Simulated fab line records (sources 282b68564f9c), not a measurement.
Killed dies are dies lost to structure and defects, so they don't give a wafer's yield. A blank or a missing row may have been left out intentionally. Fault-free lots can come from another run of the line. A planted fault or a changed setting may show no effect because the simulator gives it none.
fab line records	flow ritCmos
[record] lots = 5	wafers = 15	lastDay = 6
route steps=202 shown SILICIDE@163 CONTACT@168 M1@202
lots that met no fault: from a run of the same line without faults
startH: start of the lot's first displayed wafer, in hours after the record's first day	waitH: time in hours since the lot's previous step	" as in the row above	L1.1+2: one row covering several wafers at once	- no value present, or no start provided	* or withheld: withheld	< > ~ a bound
route shown NAME@n: a module of which the file shows steps, and the number in the route of the first	usual: mean/standard deviation taken from wafers without a fault	same: alike in all rows	chamber/n: place in a boat	sites: readings site by site	_std_site: standard deviation across them	_edge_site: mean of outer sites minus mean of inner sites	radiusMm: for every site, how far away it sits from the centre of the wafer	mask NAME#n: copy n	behind: the tool/chamber that last shaped the wafer	hold: cause of the lot's hold/its duration in hours/its outcome	device: whichever transistor did not switch (one of n, p or np)	end of line: the route-end tests of the same wafers	a step given without rows: its recipe and nothing more	killed: the dies lost at the first sort to structure and to defects; this is not the yield of the wafer	map: per-die view of a wafer (x killed, . not killed, _ where there is no die)
set.NAME: the setting that was run; set.NAME@STEP: the one run at that earlier step	model.NAME: the simulator's own value behind a step, which no gauge read
a table for each step, a row for each wafer; lots at some steps of the route
services: a tool's chamber out of use, with start hour (startH, from the record's first day; less than 0 if before it), hours out, and reason
[[steps]]
[step RIT_SILICIDE_RS_MEAS_02]
[recipe] thkMeasGauge = four-point-probe	reads = Ti_of_SILICIDE_SPUTTER_01
[usual] SILICIDE_TI_RS = 46.0/0.61
lot.wafer	tool	chamber	startH	waitH	SILICIDE_TI_RS[ohm/sq]
L493.2	filmMetro-02	-	55.10	0.1	45.2
L493.3	"	-	"	"	46.0
L493.6	"	-	"	"	45.1
L497.2	filmMetro-02	-	72.75	0.1	46.3
L497.3	"	-	"	"	46.2
L497.4	"	-	"	"	46.2
L503.1	filmMetro-02	-	108.15	0.1	46.4
L503.5	"	-	"	"	46.6
L503.6	"	-	"	"	46.6
L505.1	filmMetro-01	-	115.49	0.1	44.9
L505.2	"	-	"	"	45.4
L505.4	"	-	"	"	45.5
L510.1	filmMetro-03	-	141.27	0.1	46.1
L510.2	"	-	"	"	45.4
L510.4	"	-	"	"	45.6
[step RIT_SILICIDE_THK_MEAS_03]
[recipe] thkMeasGauge = xrf	reads = Ti_of_SILICIDE_SPUTTER_01
[usual] SILICIDE_TI_THK = 30.8/0.35
lot.wafer	tool	chamber	startH	waitH	SILICIDE_TI_THK[nm]
L493.2	filmMetro-02	-	55.21	0.1	31.0
L493.3	"	-	"	"	30.6
L493.6	"	-	"	"	31.3
L497.2	filmMetro-02	-	72.86	0.1	30.6
L497.3	"	-	"	"	30.5
L497.4	"	-	"	"	30.7
L503.1	filmMetro-02	-	108.27	0.1	30.5
L503.5	"	-	"	"	30.4
L503.6	"	-	"	"	30.6
L505.1	filmMetro-01	-	115.61	0.1	31.8
L505.2	"	-	"	"	31.4
L505.4	"	-	"	"	31.3
L510.1	filmMetro-03	-	141.39	0.1	30.7
L510.2	"	-	"	"	31.0
L510.4	"	-	"	"	31.0
[step RIT_SILICIDE_RTA_04]
[recipe] tempC = 650	timeS = 10	idleTempC = 25	rampUpS = 5	rampDownS = 5	coolToC = 25	ambient = N2
[usual] annealTempCMax = 653.2/0.63	chamberO2Ppm = 2.008/0.022	wafer_temp_C_max = 652.6/0.84
[same] timeS = 10
lot.wafer	tool	chamber	startH	waitH	annealTempCMax	chamberO2Ppm	wafer_temp_C_max
L493.2	rtpAnneal-02	0	55.28	0.1	653.1	2.011	653.1
L493.3	"	0	"	"	653.3	2.044	654.4
L493.6	"	0	"	"	653.3	2.019	653.3
L497.2	rtpAnneal-02	0	72.92	0.1	653.3	2.009	653.3
L497.3	"	0	"	"	651.7	2.008	653.7
L497.4	"	0	"	"	652.6	2.014	653.3
L503.1	rtpAnneal-02	0	108.33	0.1	653.0	2.013	653.5
L503.5	"	0	"	"	653.4	1.987	653.0
L503.6	"	0	"	"	652.7	1.999	654.4
L505.1	rtpAnneal-02	0	115.67	0.1	652.6	2.037	654.9
L505.2	"	0	"	"	652.5	2.022	652.8
L505.4	"	0	"	"	653.2	2.047	652.6
L510.1	rtpAnneal-01	0	141.45	0.1	652.3	1.985	651.5
L510.2	"	0	"	"	652.4	1.984	652.1
L510.4	"	0	"	"	653.4	1.988	652.3
[step RIT_SILICIDE_WET_ETCH_05]
[recipe] chemistry = SPM	target = Ti	tempC = 90	timeS = 120	dry = n2Spin
[step RIT_SILICIDE_RTA_06]
[recipe] tempC = 750	timeS = 10	idleTempC = 25	rampUpS = 5	rampDownS = 10	coolToC = 25	ambient = N2
[usual] annealTempCMax = 753.6/0.69	chamberO2Ppm = 2.002/0.024	wafer_temp_C_max = 753.1/0.94
[same] timeS = 10
lot.wafer	tool	chamber	startH	waitH	annealTempCMax	chamberO2Ppm	wafer_temp_C_max
L493.2	rtpAnneal-01	0	55.39	0.0	753.8	2.002	753.4
L493.3	"	0	"	"	753.1	2.020	752.1
L493.6	"	0	"	"	753.2	2.054	751.8
L497.2	rtpAnneal-01	0	73.03	0.0	753.2	2.037	753.3
L497.3	"	0	"	"	753.2	2.012	752.3
L497.4	"	0	"	"	752.9	2.013	752.5
L503.1	rtpAnneal-01	0	108.44	0.0	755.4	2.012	752.7
L503.5	"	0	"	"	754.3	2.017	753.1
L503.6	"	0	"	"	754.1	2.016	752.7
L505.1	rtpAnneal-01	0	115.78	0.0	753.1	1.966	753.1
L505.2	"	0	"	"	754.5	1.975	751.6
L505.4	"	0	"	"	753.8	1.955	752.7
L510.1	rtpAnneal-02	0	141.56	0.0	753.0	2.014	753.7
L510.2	"	0	"	"	753.3	2.034	753.5
L510.4	"	0	"	"	753.3	1.995	753.4
[step RIT_CONTACT_CVD_00]
[recipe] material = SiO2	targetThkNm = 400	precursor = TEOS	tempC = 390	timeS = 61	rfW = 400
[usual] heaterPowerW = 325/47
[same] timeS = 61
lot.wafer	tool	chamber	startH	waitH	heaterPowerW
L493.2	pecvd-02	1	55.51	0.1	341
L493.3	"	0	"	"	322
L493.6	"	1	"	"	352
L497.2	pecvd-01	2	73.09	0.0	289
L497.3	"	0	"	"	283
L497.4	"	0	"	"	293
L503.1	pecvd-01	1	108.50	0.1	449
L503.5	"	1	"	"	341
L503.6	"	2	"	"	322
L505.1	pecvd-02	1	115.85	0.1	374
L505.2	"	2	"	"	240
L505.4	"	0	"	"	305
L510.1	pecvd-03	0	141.62	0.1	275
L510.2	"	2	"	"	367
L510.4	"	0	"	"	290
[step RIT_CONTACT_THK_MEAS_01]
[recipe] reads = SiO2_of_CONTACT_CVD_00
[usual] CONTACT_TEOS_THK = 399/5
lot.wafer	tool	chamber	startH	waitH	CONTACT_TEOS_THK[nm]
L493.2	filmMetro-04	-	55.57	0.0	396
L493.3	"	-	"	"	391
L493.6	"	-	"	"	402
L497.2	filmMetro-03	-	73.15	0.0	387
L497.3	"	-	"	"	386
L497.4	"	-	"	"	389
L503.1	filmMetro-04	-	108.56	0.0	396
L503.5	"	-	"	"	399
L503.6	"	-	"	"	402
L505.1	filmMetro-04	-	115.90	0.0	395
L505.2	"	-	"	"	394
L505.4	"	-	"	"	401
L510.1	filmMetro-04	-	141.67	0.0	397
L510.2	"	-	"	"	400
L510.4	"	-	"	"	406
[step RIT_CONTACT_HMDS_02]
[recipe] primeTimeS = 60	primeTempC = 140
[step RIT_CONTACT_COAT_03]
[recipe] resist = NOVOLAK	spinRpm = 3250	resistThkNm = 1000
[step RIT_CONTACT_SOFTBAKE_04]
[recipe] resist = NOVOLAK	tempC = 90	timeS = 60
[step RIT_CONTACT_EXPOSE_05]
[recipe] maskId = M11	na = 0.6	sourceShape = conventional	sigmaOuter = 0.5	targetCdNm = 1000	doseMj = 250
[step RIT_CONTACT_PEB_06]
[recipe] resist = NOVOLAK	tempC = withheld	timeS = withheld
[step RIT_CONTACT_DEVELOP_07]
[recipe] resist = NOVOLAK	developTimeS = 120	devTempC = 23
lot.wafer	tool	chamber	startH	waitH
L493.2+3+6	lithoTrack-01	0	56	-
L497.2+3+4	lithoTrack-02	0	73	-
L503.1+5+6	lithoTrack-02	0	109	-
L505.1+2+4	lithoTrack-01	0	116	-
L510.1+2+4	lithoTrack-01	0	142	-
[step RIT_CONTACT_CD_MEAS_08]
[recipe] targetCdNm = 1000
[usual] cdNm = 999.5/2.4
lot.wafer	tool	chamber	startH	waitH	cdNm
L493.2	cdSem-02	-	56.64	-	999.9
L493.3	"	-	"	"	997.7
L493.6	"	-	"	"	998.9
L497.2	cdSem-02	-	74.19	-	998.8
L497.3	"	-	"	"	1001.4
L497.4	"	-	"	"	1000.3
L503.1	cdSem-02	-	109.58	-	1000.8
L503.5	"	-	"	"	1000.0
L503.6	"	-	"	"	999.3
L505.1	cdSem-02	-	117.11	-	997.5
L505.2	"	-	"	"	997.9
L505.4	"	-	"	"	996.6
L510.1	cdSem-02	-	142.70	-	1005.4
L510.2	"	-	"	"	1004.0
L510.4	"	-	"	"	1005.8
[step RIT_CONTACT_OVL_MEAS_09]
[usual] CONTACT_OVL = -0.3/1.2
lot.wafer	tool	chamber	startH	waitH	CONTACT_OVL[nm]
L493.2	overlay-01	-	56.75	0.1	-0.3
L493.3	"	-	"	"	-1.4
L493.6	"	-	"	"	-0.7
L497.2	overlay-02	-	74.29	0.1	-1.9
L497.3	"	-	"	"	-2.3
L497.4	"	-	"	"	-1.8
L503.1	overlay-01	-	109.70	0.1	1.0
L503.5	"	-	"	"	1.8
L503.6	"	-	"	"	2.9
L505.1	overlay-02	-	117.23	0.1	-0.3
L505.2	"	-	"	"	0.1
L505.4	"	-	"	"	-0.7
L510.1	overlay-02	-	142.82	0.1	-1.5
L510.2	"	-	"	"	-2.7
L510.4	"	-	"	"	-2.3
[step RIT_CONTACT_HARDBAKE_10]
[recipe] resist = NOVOLAK	tempC = 140	timeS = 60
[step RIT_CONTACT_ETCH_11]
[recipe] targetDepthA = 4800	overEtchFrac = 0.2	stopOn = TiSi2	chemistry = CHF3/CF4/Ar	target = SiO2	CHF3_flow_sccm = 50	cf4FlowSccm = 10	Ar_flow_sccm = 100	O2_flow_sccm = 5	pressureMtorr = 100	rfW = 200	timeS = 320
[usual] O2_flow_sccm = 5.002/0.013	drypumpMotorCurrentA = 5.8/0.43	mfcArSccm = 100.06/0.29	oesProductAu = 0.980/0.018	throttleValvePct = 8.83/0.16
[same] timeS = 320
lot.wafer	tool	chamber	startH	waitH	O2_flow_sccm	drypumpMotorCurrentA	mfcArSccm	oesProductAu	rfHoursCounterH	throttleValvePct	model.CONTACT.cdNm
L493.2	rieDiel-01	0	56.93	0.1	5.014	5.8	100.13	0.985	0	8.58	999.9
L493.3	"	3	"	"	4.979	5.6	99.77	1.005	32	9.10	997.7
L493.6	"	0	"	"	5.018	5.7	100.23	0.975	-	8.58	999.4
L497.2	rieDiel-04	2	74.47	0.1	5.018	6.4	100.29	0.976	7	8.95	998.5
L497.3	"	3	"	"	5.016	6.5	99.98	0.977	5	8.93	1001
L497.4	"	0	"	"	4.982	5.3	100.35	0.956	112	8.77	999.9
L503.1	rieDiel-02	1	109.89	0.1	4.973	5.3	100.15	1.006	15	8.77	1001
L503.5	"	3	"	"	4.985	6.3	100.26	0.962	-	8.97	1000
L503.6	"	0	"	"	4.986	5.9	99.65	0.959	-	8.98	999.5
L505.1	rieDiel-04	3	117.61	0.1	5.000	6.5	99.97	0.981	6	8.93	997.6
L505.2	"	1	"	"	5.002	5.7	99.83	0.985	79	8.60	997.5
L505.4	"	1	"	"	5.015	5.7	99.59	0.977	-	8.60	996.2
L510.1	rieDiel-04	1	143.01	0.1	5.007	5.7	100.07	0.984	79	8.61	1005
L510.2	"	0	"	"	5.016	5.3	99.89	0.945	114	8.79	1004
L510.4	"	3	"	"	5.015	6.5	99.70	0.986	7	8.92	1006
[step RIT_CONTACT_STRIP_12]
[recipe] chemistry = O2	timeS = 180	resist = NOVOLAK	platenTempC = withheld	powerW = 500	pressureMtorr = 4000	o2FlowSccm = 4000
[usual] drypumpMotorCurrentA = 5.45/0.14
[same] timeS = 180
lot.wafer	tool	chamber	startH	waitH	drypumpMotorCurrentA	rfHoursCounterH
L493.2	plasmaAsher-04	1	57.12	0.1	5.73	27
L493.3	"	0	"	"	5.28	-
L493.6	"	1	"	"	5.74	-
L497.2	plasmaAsher-01	0	74.67	0.1	5.42	43
L497.3	"	0	"	"	5.42	-
L497.4	"	1	"	"	5.43	-
L503.1	plasmaAsher-03	0	110.08	0.1	5.53	48
L503.5	"	1	"	"	5.31	-
L503.6	"	0	"	"	5.53	-
L505.1	plasmaAsher-01	0	117.80	0.1	5.40	0
L505.2	"	1	"	"	5.47	0
L505.4	"	1	"	"	5.45	-
L510.1	plasmaAsher-04	1	143.20	0.1	5.72	36
L510.2	"	0	"	"	5.26	36
L510.4	"	0	"	"	5.28	-
[step RIT_M1_PROBE_99]
[usual] killedAtFrontEnd = 6.6/2.7	killedDies = 6.7/2.7	killedOpen = 3.5/1.9	killedShort = 3.1/1.8
[same] grossDies = 264	killed_at_M0_to_M3 = 0	killed_at_M4_up = 0	killedAtBackSide = 0	killedAtContacts = 0	killedAtOther = 0
lot.wafer	tool	chamber	startH	waitH	killedAtFrontEnd	killedDies	killedOpen	killedShort
L493.2	prober-01	-	62.04	0.1	5	5	2	3
L493.3	prober-01	-	62.09	0.2	10	10	6	4
L493.6	prober-01	-	62.24	0.2	7	7	6	1
L497.2	prober-01	-	79.37	0.1	7	7	4	3
L497.3	prober-01	-	79.42	0.2	7	7	3	4
L497.4	prober-01	-	79.47	0.2	7	7	4	3
L503.1	prober-01	-	114.95	0.1	14	14	7	7
L503.5	prober-01	-	115.15	0.2	8	8	0	8
L503.6	prober-01	-	115.20	0.2	5	5	5	0
L505.1	prober-01	-	122.63	0.1	5	5	3	2
L505.2	prober-01	-	122.68	0.1	6	6	3	3
L505.4	prober-01	-	122.78	0.2	5	5	3	2
L510.1	prober-02	-	147.87	0.1	8	8	2	6
L510.2	prober-02	-	147.92	0.1	7	7	5	2
L510.4	prober-02	-	148.02	0.2	12	12	6	6
// killed by level:class
L493.2 GATE:geometricParticle:short=2 GATE:geometricParticle:open=1 SPACER:geometricParticle:open=1 SILICIDE:geometricParticle:short=1
L493.3 REOX:geometricParticle:open=3 GATE:geometricParticle:open=2 SILICIDE:geometricParticle:short=2 FOX1:geometricParticle:open=1 FOX1:geometricParticle:short=1 REOX:geometricParticle:short=1
L493.6 GATE:geometricParticle:open=3 GATE:geometricParticle:short=1 REOX:geometricParticle:open=1 SPACER:geometricParticle:open=1 SILICIDE:geometricParticle:open=1
L497.2 FOX1:geometricParticle:open=2 FOX1:geometricParticle:short=1 GATE:geometricParticle:short=1 GATE:geometricParticle:open=1 REOX:geometricParticle:short=1 SPACER:geometricParticle:open=1
L497.3 SILICIDE:geometricParticle:short=2 GATE:geometricParticle:open=1 REOX:geometricParticle:open=1 REOX:geometricParticle:short=1 SPACER:geometricParticle:short=1 SILICIDE:geometricParticle:open=1
L497.4 FOX1:geometricParticle:open=2 FOX1:geometricParticle:short=1 GATE:geometricParticle:open=1 SPACER:geometricParticle:short=1 SILICIDE:geometricParticle:open=1 SILICIDE:geometricParticle:short=1
L503.1 GATE:geometricParticle:short=5 GATE:geometricParticle:open=4 FOX2:geometricParticle:short=1 REOX:geometricParticle:open=1 SPACER:geometricParticle:short=1 SPACER:geometricParticle:open=1 SILICIDE:geometricParticle:open=1
L503.5 SILICIDE:geometricParticle:short=4 GATE:geometricParticle:short=2 FOX2:geometricParticle:short=1 SPACER:geometricParticle:short=1
L503.6 GATE:geometricParticle:open=2 REOX:geometricParticle:open=1 SPACER:geometricParticle:open=1 SILICIDE:geometricParticle:open=1
L505.1 ACTIVE:geometricParticle:open=1 FOX1:geometricParticle:short=1 FOX2:geometricParticle:open=1 GATE:geometricParticle:open=1 SPACER:geometricParticle:short=1
L505.2 SPACER:geometricParticle:short=2 GATE:geometricParticle:open=1 REOX:geometricParticle:short=1 SPACER:geometricParticle:open=1 SILICIDE:geometricParticle:open=1
L505.4 GATE:geometricParticle:open=2 FOX1:geometricParticle:short=1 GATE:geometricParticle:short=1 REOX:geometricParticle:open=1
L510.1 GATE:geometricParticle:short=4 GATE:geometricParticle:open=2 REOX:geometricParticle:short=1 SILICIDE:geometricParticle:short=1
L510.2 GATE:geometricParticle:open=3 SPACER:geometricParticle:short=2 FOX2:geometricParticle:open=1 SILICIDE:geometricParticle:open=1
L510.4 FOX1:geometricParticle:short=3 FOX2:geometricParticle:open=3 GATE:geometricParticle:short=2 REOX:geometricParticle:open=2 FOX1:geometricParticle:open=1 FOX2:geometricParticle:short=1
[[services]]
tool	chamber	startH	hours	kind
rieDiel-02	1	35.49	3.8	repair
rtpAnneal-01	-	36.98	7.1	pm
pecvd-03	1	41.61	5.1	repair
rieDiel-01	0	41.83	-	clean
rieDiel-01	0	41.83	14.3	scheduledDown
rtpAnneal-02	-	45.27	5.8	pm
pecvd-01	-	52.11	1.0	repair
pecvd-02	1	58.75	6.6	repair
pecvd-01	-	59.27	0.8	repair
rieDiel-02	2	63.37	2.7	repair
pecvd-02	-	70.96	2.8	pm
rieDiel-01	0	75.81	3.4	repair
rieDiel-04	2	85.69	40.9	repair
pecvd-02	2	89.73	5.5	repair
rieDiel-04	1	93.01	11.3	repair
pecvd-01	-	97.85	5.5	pm
plasmaAsher-01	-	105.73	1.2	repair
plasmaAsher-01	-	108.75	9.0	pm
plasmaAsher-01	0	108.75	9.0	ventCycle
plasmaAsher-01	1	108.75	9.0	ventCycle
pecvd-02	-	116.50	0.9	repair
plasmaAsher-01	0	117.75	-	clean
plasmaAsher-01	1	117.75	-	clean
rieDiel-04	2	138.04	3.8	repair
[[key]]
[firstSign] step = RIT_CONTACT_CD_MEAS_08	reading = cdNm	direction = up	sigmas = 2.3	usual = 999.5	struck = 1005.1
effect none on later readings
[modelEffect] step = RIT_CONTACT_ETCH_11	value = CONTACT.cdNm	without = 999.3	struck = 1005
metAt RIT_CONTACT_DEVELOP_07
struckWafers L510.1,L510.2,L510.4
testerLeftOut L510
onsetBetween 116 142
alsoFits time
[fault] kind = processParameterDrift	tool = lithoTrack-01	chamber = -	onsetH = 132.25	steps = RIT_CONTACT_DEVELOP_07	channel = developTimeS	offset = *	shape = step	endH = 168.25	actsIn = *	stated = *
// testerLeftOut: of these lots the tester's yield and bins aren't shown, on N5 and GAA mostly nor the transistor test; their killed dies are dies lost to structure and defects alone, not to doping, threshold or leakage, so they don't give the yield
